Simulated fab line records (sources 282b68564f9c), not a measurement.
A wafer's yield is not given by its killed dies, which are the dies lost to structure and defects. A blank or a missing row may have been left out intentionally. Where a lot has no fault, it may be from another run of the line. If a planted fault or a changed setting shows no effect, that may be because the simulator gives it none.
Which tool was responsible?    flow ritCmos    14 lots with 42 wafers sampled at 3 steps, on a route of 202 steps

## WHAT THE GAUGES READ, wafer by wafer
RIT_PWELL_TW_MEAS_10.
lot   measured     on            PWELL_TW
L349  day 2 11:45  filmMetro-02  939 939 942
L350  day 2 12:01  filmMetro-02  937 938 935
L351  day 2 16:38  filmMetro-02  946 941 941
L352  day 2 20:18  filmMetro-01  960 966 961
L353  day 3 01:26  filmMetro-02  937 937 936
L355  day 3 12:31  filmMetro-01  961 969 965
L357  day 4 00:20  filmMetro-01  962 963 961
L359  day 4 11:28  filmMetro-01  957 960 953
L362  day 4 22:15  filmMetro-02  937 937 936
L363  day 5 05:18  filmMetro-01  871 874 873 870 873 878
L364  day 5 10:25  filmMetro-01  960 965 967
L366  day 5 18:08  filmMetro-01  871 875 875 877 871 870
L369  day 6 08:06  filmMetro-01  951 951 953
L370  day 6 15:29  filmMetro-01  954 957 955

RIT_WELLDRIVE_RS_MEAS_02: uses a four-point probe to measure.
lot   measured     on            PWELL_RS (ohm/sq)
L349  day 2 17:22  filmMetro-03  430.4 429.9 429.0
L350  day 2 17:31  filmMetro-01  431.0 429.7 430.4
L351  day 2 23:19  filmMetro-02  429.8 429.0 427.6
L352  day 3 01:34  filmMetro-01  432.4 430.9 431.6
L353  day 3 06:43  filmMetro-03  430.8 429.8 429.9
L355  day 3 19:19  filmMetro-02  430.5 431.8 430.8
L357  day 4 05:36  filmMetro-01  427.6 428.9 427.4
L359  day 4 17:07  filmMetro-01  429.1 429.9 429.4
L362  day 5 04:28  filmMetro-01  432.0 430.9 430.0
L363  day 5 14:40  filmMetro-02  526.7 524.6 525.6 527.6 525.9 525.8
L364  day 5 17:18  filmMetro-02  431.2 429.9 430.4
L366  day 6 06:26  filmMetro-01  525.2 526.1 524.4 524.0 525.4 525.3
L369  day 6 14:13  filmMetro-03  431.1 431.2 431.8
L370  day 6 20:46  filmMetro-02  430.1 429.5 430.0

## TOOL THAT RAN EACH LOT (tool first, then ch and the chambers of the sampled wafers, then the start)
lot   RIT_PWELL_IMPLANT_08
L349  implanter-04 ch 0, day 2 11:25
L350  implanter-03 ch 0, day 2 11:42
L351  implanter-02 ch 0, day 2 16:22
L352  implanter-04 ch 0, day 2 19:58
L353  implanter-02 ch 0, day 3 01:07
L355  implanter-04 ch 0, day 3 12:14
L357  implanter-03 ch 0, day 3 23:52
L359  implanter-04 ch 0, day 4 11:10
L362  implanter-04 ch 0, day 4 21:55
L363  implanter-04 ch 0, day 5 04:59
L364  implanter-03 ch 0, day 5 10:07
L366  implanter-04 ch 0, day 5 17:49
L369  implanter-03 ch 0, day 6 07:47
L370  implanter-02 ch 0, day 6 15:11
- RIT_PWELL_IMPLANT_08

## AS READ BY THE TOOLS THEMSELVES (means over the sampled wafers that have a number; for cases with no such wafer, the mark the record gives instead)
RIT_PWELL_IMPLANT_08.
lot   tool          doseIonsCm2  faradayCurrentUA
L349  implanter-04  7.003e+13    220
L350  implanter-03  7.002e+13    224
L351  implanter-02  7.006e+13    227
L352  implanter-04  6.999e+13    222
L353  implanter-02  6.997e+13    222
L355  implanter-04  6.999e+13    223
L357  implanter-03  6.997e+13    222
L359  implanter-04  6.997e+13    218
L362  implanter-04  6.991e+13    224
L363  implanter-04  5.097e+13    159
L364  implanter-03  7.002e+13    225
L366  implanter-04  5.087e+13    162
L369  implanter-03  7.005e+13    222
L370  implanter-02  7.008e+13    220

## THE ANSWER, worked out from the rows above alone
Rule: usual is defined by the lots themselves. Put in order of their means at a reading, lots are off if they are a third of the lots or fewer, leave a main group of 4 or more, and stand apart from it by a gap of 3 or more times the standard deviation of the main group's means; of several such gaps the widest counts. A main group whose means are all the same, to the digits that the tables above print for the reading, isn't used. Also off: a lot with no number at a reading for which 4 or more lots have one. All remaining lots with rows at the step are treated as sound. After the gauges, taken in route order, come the tools' own readings; for these a lot's mean is taken, as printed above. At the first step where some lot is off, the reading lying furthest off is the one used; lots without a number count as furthest.
Off: L363, L366, at RIT_PWELL_TW_MEAS_10 (PWELL_TW). Main group: mean 951, sd 11.
If a tool, at a process step before that reading, ran all the lots that are off and no sound lot after the first of them, it fits. Not tried: the gauges at RIT_PWELL_TW_MEAS_10; whatever is off there is also off at RIT_PWELL_IMPLANT_08, on other tools, and gauge error can't account for it. One candidate fits, namely implanter-04 at RIT_PWELL_IMPLANT_08. A fault onset in the window from L362 (day 4 21:55, its last sound lot) to L363 (day 5 04:59, its first lot off) fits.
The tool's own readings at RIT_PWELL_IMPLANT_08 bear it out: on the lots that are off they differ by more than 5 times the standard deviation of the sound lots' means. doseIonsCm2 reads 5.092e+13 there against 7.000e+13 on the sound lots; faradayCurrentUA reads 160 there against 222 on the sound lots.

## WHAT WAS PUT IN BY THE SIMULATOR
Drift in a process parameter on implanter-04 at RIT_PWELL_IMPLANT_08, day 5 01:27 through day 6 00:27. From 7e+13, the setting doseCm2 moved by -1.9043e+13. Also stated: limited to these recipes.
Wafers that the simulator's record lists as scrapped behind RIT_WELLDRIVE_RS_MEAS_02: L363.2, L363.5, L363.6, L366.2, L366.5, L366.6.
Struck lots among those shown: L363, L366. The rule above found the same.
